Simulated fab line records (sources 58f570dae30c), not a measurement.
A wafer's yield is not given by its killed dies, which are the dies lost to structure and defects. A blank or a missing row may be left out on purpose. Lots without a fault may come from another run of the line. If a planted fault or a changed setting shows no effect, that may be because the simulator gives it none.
fab line records    flow berkeley-cmos170
[record] lots = 13  wafers = 39  last-day = 11
route steps=331 shown PWELL@37 GATE@131 SPACER@174
lots with no fault: from the same line, run without faults
start-h: start of the lot's first displayed wafer, in hours after the record's first day    wait-h: hours from the lot's prior step to this one    " unchanged from the row above    L1.1+2: several wafers, shown together as one row    - no value present, or no start provided    * or withheld: withheld    < > ~ a bound
route shown NAME@n: NAME is a module with steps in the file, n the number in the route of the first one    usual: average and standard deviation across the fault-free wafers    same: alike in all rows    chamber/n: place in a boat    sites: readings site by site    _std_site: standard deviation across them    _edge_site: inner sites' mean taken away from outer sites' mean    radius-mm: how far each site lies from the wafer's centre    mask NAME#n: copy n    behind: the tool/chamber that last shaped the wafer    hold: why the lot went on hold/how many hours it stayed there/how the hold came to an end    device: transistor that didn't switch, given as n, p or np    end of line: the same wafers' tests at the end of the route    step lacking rows: just its recipe    killed: the dies lost at the first sort to structure and to defects; this is not the yield of the wafer    map: per-die view of a wafer (x killed, . not killed, _ where there is no die)
set.NAME: setting as actually run; set.NAME@STEP: the setting as run at that earlier step    model.NAME: the simulator's own value behind a step, which no gauge read
route steps across a sampled set of lots; one table per step, one row per wafer
services: a tool's chamber out of use, with start hour (start-h, from the record's first day; less than 0 if before it), hours out, and reason
[[steps]]
[step UCB170_PWELL_THK_MEAS_03]
[recipe] reads = SiO2_of_PWELL_OXIDATION_02
[usual] PWELL_OXIDE_THK = 26.5/0.4
lot.wafer  tool           chamber  start-h  wait-h  PWELL_OXIDE_THK[nm]
L694.3     film-metro-03  -        39.26    0.0     25.9
L694.4     "              -        "        "       26.8
L694.5     "              -        "        "       26.4
L695.1     film-metro-02  -        46.22    0.0     26.3
L695.2     "              -        "        "       26.6
L695.5     "              -        "        "       26.6
L696.1     film-metro-02  -        52.69    0.0     26.0
L696.3     "              -        "        "       26.3
L696.5     "              -        "        "       26.6
L697.2     film-metro-02  -        57.35    0.0     25.9
L697.5     "              -        "        "       25.7
L697.6     "              -        "        "       26.0
L698.2     film-metro-03  -        57.35    0.0     26.7
L698.3     "              -        "        "       26.5
L698.5     "              -        "        "       26.5
L699.1     film-metro-03  -        70.55    0.0     26.3
L699.3     "              -        "        "       26.4
L699.6     "              -        "        "       26.2
L700.2     film-metro-01  -        70.56    0.0     26.6
L700.5     "              -        "        "       25.9
L700.6     "              -        "        "       26.5
L701.3     film-metro-02  -        70.57    0.0     26.5
L701.4     "              -        "        "       26.2
L701.5     "              -        "        "       26.7
L704.1     film-metro-02  -        94.57    0.0     27.4
L704.2     "              -        "        "       27.2
L704.5     "              -        "        "       27.3
L707.1     film-metro-01  -        114.78   0.0     26.0
L707.2     "              -        "        "       25.8
L707.3     "              -        "        "       26.1
L711.1     film-metro-03  -        131.31   0.0     26.4
L711.2     "              -        "        "       26.3
L711.6     "              -        "        "       26.5
L712.3     film-metro-01  -        131.34   0.0     26.1
L712.4     "              -        "        "       26.1
L712.5     "              -        "        "       26.0
L713.2     film-metro-01  -        144.02   0.0     27.2
L713.5     "              -        "        "       27.4
L713.6     "              -        "        "       27.4
[step UCB170_GATE_THK_MEAS_05]
[recipe] reads = poly-Si_of_GATE_CVD_04
[usual] GATE_POLY_THK = 213.3/2.1
lot.wafer  tool           chamber  start-h  wait-h  GATE_POLY_THK[nm]
L695.1     film-metro-04  -        129.79   0.0     213.8
L695.2     "              -        "        "       214.8
L695.5     "              -        "        "       214.2
L694.3     film-metro-03  -        129.81   0.0     218.5
L694.4     "              -        "        "       219.4
L694.5     "              -        "        "       216.1
L696.1     film-metro-02  -        140.45   0.0     212.5
L696.3     "              -        "        "       214.6
L696.5     "              -        "        "       214.2
L697.2     film-metro-03  -        146.17   0.0     213.1
L697.5     "              -        "        "       212.7
L697.6     "              -        "        "       212.8
L698.2     film-metro-04  -        146.17   0.0     212.1
L698.3     "              -        "        "       213.9
L698.5     "              -        "        "       210.8
L699.1     film-metro-04  -        151.20   0.0     209.7
L699.3     "              -        "        "       209.7
L699.6     "              -        "        "       210.0
L700.2     film-metro-03  -        151.22   0.0     214.0
L700.5     "              -        "        "       214.2
L700.6     "              -        "        "       213.9
L701.3     film-metro-02  -        151.24   0.0     215.0
L701.4     "              -        "        "       213.7
L701.5     "              -        "        "       213.8
L704.1     film-metro-04  -        173.95   0.0     212.5
L704.2     "              -        "        "       211.6
L704.5     "              -        "        "       213.4
L707.1     film-metro-04  -        189.65   0.0     210.4
L707.2     "              -        "        "       210.6
L707.3     "              -        "        "       211.5
L711.1     film-metro-02  -        209.30   0.0     212.2
L711.2     "              -        "        "       213.1
L711.6     "              -        "        "       210.2
L712.3     film-metro-04  -        209.32   0.0     213.2
L712.4     "              -        "        "       213.0
L712.5     "              -        "        "       215.0
L713.2     film-metro-02  -        215.89   0.0     211.2
L713.5     "              -        "        "       212.9
L713.6     "              -        "        "       210.1
[step UCB170_GATE_EXPOSE_09]
[recipe] mask-id = POLY  target-cd-nm = 350  na = 0.5  sigma-outer = 0.6  source-shape = conventional  dose-mj = 21
[usual] exposure-dose-mJ-cm2 = 20.993/0.021
lot.wafer  tool            chamber  start-h  wait-h  mask    exposure-dose-mJ-cm2
L694.3     krf-scanner-01  0        130.79   -       POLY#0  21.009
L694.4     "               0        "        "       POLY#0  20.971
L694.5     "               0        "        "       POLY#0  20.989
L695.1     krf-scanner-01  0        130.87   -       POLY#0  20.993
L695.2     "               0        "        "       POLY#0  21.009
L695.5     "               0        "        "       POLY#0  21.001
L696.1     krf-scanner-01  0        141.40   -       POLY#0  21.014
L696.3     "               0        "        "       POLY#0  20.993
L696.5     "               0        "        "       POLY#0  20.959
L698.2     krf-scanner-01  0        146.69   -       POLY#0  21.028
L698.3     "               0        "        "       POLY#0  21.021
L698.5     "               0        "        "       POLY#0  20.981
L697.2     krf-scanner-02  0        146.93   -       POLY#0  21.014
L697.5     "               0        "        "       POLY#0  21.000
L697.6     "               0        "        "       POLY#0  20.984
L699.1     krf-scanner-02  0        151.82   -       POLY#0  20.977
L699.3     "               0        "        "       POLY#0  20.976
L699.6     "               0        "        "       POLY#0  20.986
L700.2     krf-scanner-02  0        151.96   -       POLY#0  20.990
L700.5     "               0        "        "       POLY#0  20.960
L700.6     "               0        "        "       POLY#0  21.000
L701.3     krf-scanner-01  0        152.36   -       POLY#0  21.022
L701.4     "               0        "        "       POLY#0  21.010
L701.5     "               0        "        "       POLY#0  21.014
L704.1     krf-scanner-02  0        174.84   -       POLY#0  20.955
L704.2     "               0        "        "       POLY#0  20.997
L704.5     "               0        "        "       POLY#0  20.965
L707.1     krf-scanner-01  0        191.13   -       POLY#0  20.573
L707.2     "               0        "        "       POLY#0  20.567
L707.3     "               0        "        "       POLY#0  20.584
L711.1     krf-scanner-02  0        209.93   -       POLY#0  20.981
L711.2     "               0        "        "       POLY#0  20.976
L711.6     "               0        "        "       POLY#0  20.994
L712.3     krf-scanner-02  0        210.09   -       POLY#0  21.001
L712.4     "               0        "        "       POLY#0  20.971
L712.5     "               0        "        "       POLY#0  21.016
L713.2     krf-scanner-02  0        217.39   -       POLY#0  20.980
L713.5     "               0        "        "       POLY#0  21.006
L713.6     "               0        "        "       POLY#0  20.963
[step UCB170_GATE_CD_MEAS_12]
[recipe] target-cd-nm = 350
[usual] cd-nm = 350.1/1.3
lot.wafer  tool       chamber  start-h  wait-h  hold                      cd-nm
L694.3     cd-sem-02  -        131.70   -       -                         349.3
L694.4     "          -        "        "       -                         350.7
L694.5     "          -        "        "       -                         350.0
L695.1     cd-sem-02  -        131.80   -       -                         350.9
L695.2     "          -        "        "       -                         350.6
L695.5     "          -        "        "       -                         349.9
L696.1     cd-sem-02  -        142.38   -       -                         349.4
L696.3     "          -        "        "       -                         350.8
L696.5     "          -        "        "       -                         348.5
L698.2     cd-sem-02  -        147.20   -       -                         351.8
L698.3     "          -        "        "       -                         350.5
L698.5     "          -        "        "       -                         350.2
L697.2     cd-sem-02  -        147.41   -       -                         351.5
L697.5     "          -        "        "       -                         349.9
L697.6     "          -        "        "       -                         350.2
L699.1     cd-sem-01  -        152.62   -       -                         350.6
L699.3     "          -        "        "       -                         351.5
L699.6     "          -        "        "       -                         351.0
L700.2     cd-sem-01  -        152.84   -       -                         351.9
L700.5     "          -        "        "       -                         352.0
L700.6     "          -        "        "       -                         349.9
L701.3     cd-sem-02  -        152.93   -       -                         348.8
L701.4     "          -        "        "       -                         349.4
L701.5     "          -        "        "       -                         349.5
L704.1     cd-sem-01  -        175.24   -       -                         349.4
L704.2     "          -        "        "       -                         351.6
L704.5     "          -        "        "       -                         349.9
L707.1     cd-sem-02  -        191.97   -       await-dispo/0.2h/release  325.1
L707.2     "          -        "        "       await-dispo/0.2h/release  338.5
L707.3     "          -        "        "       await-dispo/0.2h/release  344.8
L707.1     cd-sem-02  -        192.43   0.4     -                         324.9
L707.2     "          -        "        "       -                         338.7
L707.3     "          -        "        "       -                         345.1
L711.1     cd-sem-01  -        210.32   -       -                         349.8
L711.2     "          -        "        "       -                         348.9
L711.6     "          -        "        "       -                         348.3
L712.3     cd-sem-02  -        210.66   -       -                         347.6
L712.4     "          -        "        "       -                         348.3
L712.5     "          -        "        "       -                         349.4
L713.2     cd-sem-02  -        217.98   -       -                         351.7
L713.5     "          -        "        "       -                         352.4
L713.6     "          -        "        "       -                         352.3
[step UCB170_SPACER_ETCHBACK_03]
[recipe] stop-on = Si  target = SiO2  chemistry = CHF3/CF4/Ar  CHF3_flow_sccm = 50  cf4-flow-sccm = 10  Ar_flow_sccm = 120  pressure-mtorr = 200  rf-w = 500  target-depth-a = 3760  time-s = 100
[usual] drypump-motor-current-A = 5.8/0.4  oes-product-au = 0.899/0.018  throttle-valve-pct = 6.43/0.12
lot.wafer  tool         chamber  start-h  wait-h  drypump-motor-current-A  oes-product-au  rf-hours-counter-h  throttle-valve-pct
L694.3     rie-diel-04  0        139.16   0.0     6.2                      0.872           93                  6.30
L694.4     "            3        "        "       5.5                      0.915           48                  6.48
L694.5     "            0        "        "       6.2                      0.883           -                   6.29
L695.1     rie-diel-01  2        139.16   0.0     6.1                      0.900           2                   6.49
L695.2     "            3        "        "       5.6                      0.923           6                   6.36
L695.5     "            3        "        "       5.6                      0.913           -                   6.36
L696.1     rie-diel-01  1        153.86   0.0     6.1                      0.885           64                  6.25
L696.3     "            3        "        "       5.6                      0.902           7                   6.37
L696.5     "            3        "        "       5.6                      0.930           -                   6.37
L698.2     rie-diel-04  2        156.90   0.0     5.5                      0.910           142                 6.60
L698.3     "            1        "        "       6.4                      0.898           19                  6.29
L698.5     "            0        "        "       6.2                      0.894           -                   6.31
L697.2     rie-diel-01  1        157.96   0.0     6.0                      0.889           64                  6.23
L697.5     "            1        "        "       6.0                      0.891           -                   6.25
L697.6     "            2        "        "       6.1                      0.915           -                   6.49
L699.1     rie-diel-01  1        162.96   0.0     6.1                      0.880           64                  6.24
L699.3     "            0        "        "       5.2                      0.914           33                  6.58
L699.6     "            1        "        "       6.0                      0.881           -                   6.26
L701.3     rie-diel-04  2        162.96   0.0     5.5                      0.895           142                 6.59
L701.4     "            2        "        "       5.5                      0.919           -                   6.61
L701.5     "            1        "        "       6.4                      0.895           -                   6.29
L700.2     rie-diel-04  1        163.03   0.1     6.4                      0.890           19                  6.29
L700.5     "            1        "        "       6.4                      0.915           -                   6.29
L700.6     "            0        "        "       6.2                      0.902           -                   6.30
L704.1     rie-diel-01  2        183.36   0.0     6.1                      0.888           4                   6.50
L704.2     "            0        "        "       5.3                      0.914           34                  6.57
L704.5     "            0        "        "       5.3                      0.909           -                   6.57
L707.1     rie-diel-04  1        206.19   0.0     6.4                      0.881           21                  6.30
L707.2     "            0        "        "       6.2                      0.874           97                  6.31
L707.3     "            2        "        "       5.5                      0.882           144                 6.58
L711.1     rie-diel-04  1        221.24   0.0     6.4                      0.881           22                  6.30
L711.2     "            3        "        "       5.4                      0.917           51                  6.48
L711.6     "            1        "        "       6.4                      0.903           -                   6.30
L712.3     rie-diel-02  0        221.24   0.0     5.3                      0.909           129                 6.46
L712.4     "            1        "        "       5.6                      0.901           75                  6.50
L712.5     "            0        "        "       5.3                      0.913           -                   6.46
L713.2     rie-diel-04  3        225.73   0.0     5.5                      0.917           51                  6.48
L713.5     "            0        "        "       6.2                      0.867           -                   6.30
L713.6     "            1        "        "       6.4                      0.888           -                   6.30
[[services]]
tool            chamber  start-h  hours  kind
krf-scanner-02  -        107.01   0.8    pm
rie-diel-02     -        123.01   2.8    pm
krf-scanner-02  0        123.63   -      calibration
krf-scanner-02  -        130.33   4.4    pm
krf-scanner-02  -        134.71   1.3    pm
rie-diel-01     2        136.74   2.4    repair
krf-scanner-01  -        137.67   1.3    pm
rie-diel-02     -        150.37   14.6   pm
krf-scanner-02  -        155.60   3.7    repair
rie-diel-04     3        159.00   13.3   repair
krf-scanner-01  -        177.17   4.0    pm
rie-diel-04     -        177.34   4.3    pm
rie-diel-04     2        186.76   3.0    repair
krf-scanner-02  -        187.37   1.0    pm
rie-diel-04     -        189.36   2.5    repair
krf-scanner-01  -        189.54   0.8    pm
krf-scanner-01  -        193.03   4.4    pm
krf-scanner-02  -        197.40   4.0    pm
rie-diel-04     3        198.45   3.0    repair
rie-diel-01     -        211.60   0.9    repair
rie-diel-04     2        215.57   -      clean
rie-diel-04     2        215.57   33.4   scheduled-down
krf-scanner-01  -        218.16   1.2    repair
krf-scanner-02  -        222.06   5.7    repair
[[key]]
[first-sign] step = UCB170_GATE_EXPOSE_09  reading = exposure-dose-mJ-cm2  direction = down  sigmas = 20  usual = 20.993  struck = 20.575
[effect] step = UCB170_GATE_CD_MEAS_12  reading = visit  direction = added  through = control-loop
[effect] step = UCB170_GATE_CD_MEAS_12  reading = cd-nm  direction = down  sigmas = 11  usual = 350.1  struck = 336.1  through = control-loop
met-at UCB170_GATE_EXPOSE_09
struck-lots L707
sort-left-out L707.1,L707.2,L707.3
tester-left-out L707
[loop-trim] step = UCB170_GATE_EXPOSE_09  setting = dose  lots = L707
not-acting-at UCB170_PWELL_THK_MEAS_03,UCB170_GATE_THK_MEAS_05,UCB170_SPACER_ETCHBACK_03
onset-between 152.36 191.13
[fault] kind = process-parameter-drift  tool = krf-scanner-01  chamber = -  onset-h = 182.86  steps = UCB170_GATE_EXPOSE_09  channel = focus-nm  offset = 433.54  spread-by-wafer = 0.3  shape = step  end-h = 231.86
// tester-left-out: of these lots the tester's yield and bins aren't shown, on N5 and GAA mostly nor the transistor test; their killed dies are dies lost to structure and defects alone, not to doping, threshold or leakage, so they don't give the yield
// sort-left-out: the simulated sort isn't trusted on such a fault, so these wafers' sort isn't shown, and their yield isn't known
// loop-trim: a control loop set the setting to another value than it would have without faults
